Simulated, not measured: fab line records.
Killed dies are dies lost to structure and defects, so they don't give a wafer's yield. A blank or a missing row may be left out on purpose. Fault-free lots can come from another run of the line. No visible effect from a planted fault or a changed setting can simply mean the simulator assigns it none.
Chamber matching / flow berkeley-cmos170 / rie-diel-01 running UCB170_ZERO_ETCH_06: 4 sister chambers
The step etches SiO2 in CHF3/CF4/Ar, time 12 s. 16 wafers are shown with their chamber, then 8 later ones without.

== EACH WAFER AND ITS CHAMBER ==
wafer=L074.1; chamber=3; throttle-valve-pct (%)=9.30; oes-product-au (a.u.)=0.620; CHF3_flow_sccm (sccm)=49.94
wafer=L074.3; chamber=2; throttle-valve-pct (%)=9.15; oes-product-au (a.u.)=0.616; CHF3_flow_sccm (sccm)=49.85
wafer=L074.6; chamber=2; throttle-valve-pct (%)=9.16; oes-product-au (a.u.)=0.616; CHF3_flow_sccm (sccm)=50.03
wafer=L075.1; chamber=0; throttle-valve-pct (%)=9.43; oes-product-au (a.u.)=0.620; CHF3_flow_sccm (sccm)=50.09
wafer=L075.3; chamber=3; throttle-valve-pct (%)=9.29; oes-product-au (a.u.)=0.616; CHF3_flow_sccm (sccm)=49.91
wafer=L075.5; chamber=2; throttle-valve-pct (%)=9.15; oes-product-au (a.u.)=0.617; CHF3_flow_sccm (sccm)=49.73
wafer=L079.1; chamber=2; throttle-valve-pct (%)=9.16; oes-product-au (a.u.)=0.608; CHF3_flow_sccm (sccm)=49.88
wafer=L079.4; chamber=2; throttle-valve-pct (%)=9.15; oes-product-au (a.u.)=0.605; CHF3_flow_sccm (sccm)=49.76
wafer=L079.5; chamber=3; throttle-valve-pct (%)=9.29; oes-product-au (a.u.)=0.618; CHF3_flow_sccm (sccm)=49.89
wafer=L080.1; chamber=0; throttle-valve-pct (%)=9.44; oes-product-au (a.u.)=0.613; CHF3_flow_sccm (sccm)=49.97
wafer=L080.2; chamber=1; throttle-valve-pct (%)=9.30; oes-product-au (a.u.)=0.598; CHF3_flow_sccm (sccm)=50.10
wafer=L080.3; chamber=2; throttle-valve-pct (%)=9.14; oes-product-au (a.u.)=0.608; CHF3_flow_sccm (sccm)=49.89
wafer=L081.2; chamber=2; throttle-valve-pct (%)=9.15; oes-product-au (a.u.)=0.606; CHF3_flow_sccm (sccm)=50.18
wafer=L081.4; chamber=1; throttle-valve-pct (%)=9.32; oes-product-au (a.u.)=0.594; CHF3_flow_sccm (sccm)=50.08
wafer=L081.5; chamber=3; throttle-valve-pct (%)=9.30; oes-product-au (a.u.)=0.628; CHF3_flow_sccm (sccm)=50.22
wafer=L083.1; chamber=0; throttle-valve-pct (%)=9.45; oes-product-au (a.u.)=0.622; CHF3_flow_sccm (sccm)=49.97

SIGNATURES, as means of the wafers listed above
reading=throttle-valve-pct; chamber 0=9.4400; chamber 1=9.3100; chamber 2=9.1514; chamber 3=9.2950; scatter within a chamber=0.00809
reading=oes-product-au; chamber 0=0.61833; chamber 1=0.59600; chamber 2=0.61086; chamber 3=0.62050; scatter within a chamber=0.005
reading=CHF3_flow_sccm; chamber 0=50.0100; chamber 1=50.0900; chamber 2=49.9029; chamber 3=49.9900; scatter within a chamber=0.138
Rule: a wafer's distance from a chamber is the root of the sum, over the readings, of the square of ((its reading less the chamber's mean) divided by the reading's scatter). If the next closest chamber is less than 2 further off than the closest, the wafer can't be placed; otherwise it belongs to the closest. The scatter: take each reading less its chamber's mean, square it, sum over the shown wafers, divide by the number of wafers less the number of chambers, and take the root.

== WAFERS WITHOUT THEIR CHAMBER ==
wafer=L083.3; throttle-valve-pct (%)=9.29; oes-product-au (a.u.)=0.623; CHF3_flow_sccm (sccm)=50.13
wafer=L083.4; throttle-valve-pct (%)=9.14; oes-product-au (a.u.)=0.605; CHF3_flow_sccm (sccm)=50.12
wafer=L088.1; throttle-valve-pct (%)=9.15; oes-product-au (a.u.)=0.609; CHF3_flow_sccm (sccm)=50.18
wafer=L088.3; throttle-valve-pct (%)=9.42; oes-product-au (a.u.)=0.614; CHF3_flow_sccm (sccm)=50.17
wafer=L088.5; throttle-valve-pct (%)=9.45; oes-product-au (a.u.)=0.621; CHF3_flow_sccm (sccm)=49.86
wafer=L090.2; throttle-valve-pct (%)=9.30; oes-product-au (a.u.)=0.625; CHF3_flow_sccm (sccm)=49.78
wafer=L090.5; throttle-valve-pct (%)=9.43; oes-product-au (a.u.)=0.617; CHF3_flow_sccm (sccm)=49.87
wafer=L090.6; throttle-valve-pct (%)=9.28; oes-product-au (a.u.)=0.622; CHF3_flow_sccm (sccm)=49.95

== EACH ONE'S CHAMBER ==
wafer=L083.3; from the rows above=3; in truth=3
wafer=L083.4; from the rows above=2; in truth=2
wafer=L088.1; from the rows above=2; in truth=2
wafer=L088.3; from the rows above=0; in truth=0
wafer=L088.5; from the rows above=0; in truth=0
wafer=L090.2; from the rows above=3; in truth=3
wafer=L090.5; from the rows above=0; in truth=0
wafer=L090.6; from the rows above=3; in truth=3
Correct placement for 8 of the 8. Left unplaced by these rows: 0. Number placed wrongly: 0.
